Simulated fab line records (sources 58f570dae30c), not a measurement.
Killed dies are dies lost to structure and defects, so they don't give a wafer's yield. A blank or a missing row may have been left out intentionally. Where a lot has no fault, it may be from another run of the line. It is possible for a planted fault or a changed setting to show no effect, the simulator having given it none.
Comparing a struck lot with a sound one -- flow berkeley_cmos170 -- 15 out of 331 route steps
Sound: the wafers L671.3, L671.4, L671.6. Struck: wafers L678.2, L678.4, L678.5. The cause comes at the end.
Each step with rows lists, per side, the tool, then ch with its chambers, then its first start. Under that, the readings that differ: sound wafers -- struck wafers -- difference of the means -- sigmas: that difference in standard deviations of wafers without a fault.
alike: a reading whose means differ by less than 2 such deviations, as well as words and numbers matching on both sides. not compared: withheld readings; readings where some wafer has no value; bounds like >300 that might hide an equal value; numbers whose values overlap and for which the record gives no deviation.
A row with sigmas, a row that says differs or no value, or rows on one side alone: a step with any of these is where the two part. Numbers that don't overlap but have no deviation are shown without sigmas and don't part them. Lack of a reading on every wafer of one side parts them only where that side has two or more wafers.

first, 2 steps without rows for these wafers: UCB170_GATE_ANNEAL_03 (time 1800 s); UCB170_GATE_CVD_04 (deposits poly-Si from SiH4, time 1440 s, target thk 214 nm).
UCB170_GATE_THK_MEAS_05:
  struck on film_metro-04, day 10 03:36; sound on film_metro-03, day 8 23:13
  alike: GATE_POLY_THK
then, 6 steps without rows for these wafers: UCB170_GATE_COAT_06; UCB170_GATE_COAT_07 (resist thk 900 nm); UCB170_GATE_SOFTBAKE_08 (time 60 s); UCB170_GATE_EXPOSE_09 (exposes mask POLY, target cd 350 nm); UCB170_GATE_PEB_10; UCB170_GATE_DEVELOP_11 (develop time 45 s).
UCB170_GATE_CD_MEAS_12: target cd 350 nm.
  struck on cd_sem-02, day 10 04:50; sound on cd_sem-02, day 9 00:16
  alike: cd_nm
UCB170_GATE_OVL_MEAS_13:
  struck on overlay-01, day 10 04:56; sound on overlay-01, day 9 00:22
  alike: GATE_OVL
UCB170_GATE_ETCH_14: etches BARC in N2/H2.
  sound on rie_diel-02 ch 1,2, day 9 00:23; struck on rie_diel-03 ch 0,1, day 10 04:58
  alike: drypump_motor_current_A, oes_product_au, throttle_valve_pct
UCB170_GATE_ETCH_15: etches poly-Si in HBr/Cl2, stops on SiO2, time 56.3 s, target depth 278.2 nm.
  sound on rie_si-02 ch 0,2,3, day 9 00:25; struck on rie_si-02 ch 0,1,3, day 10 05:00
reading,sound,struck,difference,sigmas
oes_product_au (a.u.),0.836 0.837 0.800,1.035 1.015 0.958,+0.178,+10
run_length_s (s),84.6 85.2 85.1,62.6 62.0 61.8,-22.8,-57
model.GATE.feature_depth_nm (nm),210.3 211.3 212.4,169.7 168.9 164.7,-43.6,
model.etch.depth_nm (nm),210.3 211.3 212.4,169.7 168.9 164.7,-43.6,
model.KrF_of_GATE_COAT_07.thk_nm (nm),783.4 777.7 781.7,818.8 822 822.5,+40.2,
  alike: drypump_motor_current_A, throttle_valve_pct
  not compared: rf_hours_counter_h
UCB170_GATE_STRIP_16: strips in O2.
  sound on plasma_asher-01 ch 0,1, day 9 00:31; struck on plasma_asher-03 ch 0,1, day 10 05:03
  alike: drypump_motor_current_A, oes_product_au
  not compared: rf_hours_counter_h
UCB170_M3_PROBE_99:
  sound wafers here have rows in the record (prober-02, day 10 20:00); struck ones have none

== WHERE THEY PART ==
At UCB170_GATE_ETCH_15 first; at UCB170_M3_PROBE_99 last (within this record only).

WHY: the cause the simulator had injected
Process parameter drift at UCB170_GATE_ETCH_15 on rie_si-02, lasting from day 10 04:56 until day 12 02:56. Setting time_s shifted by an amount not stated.
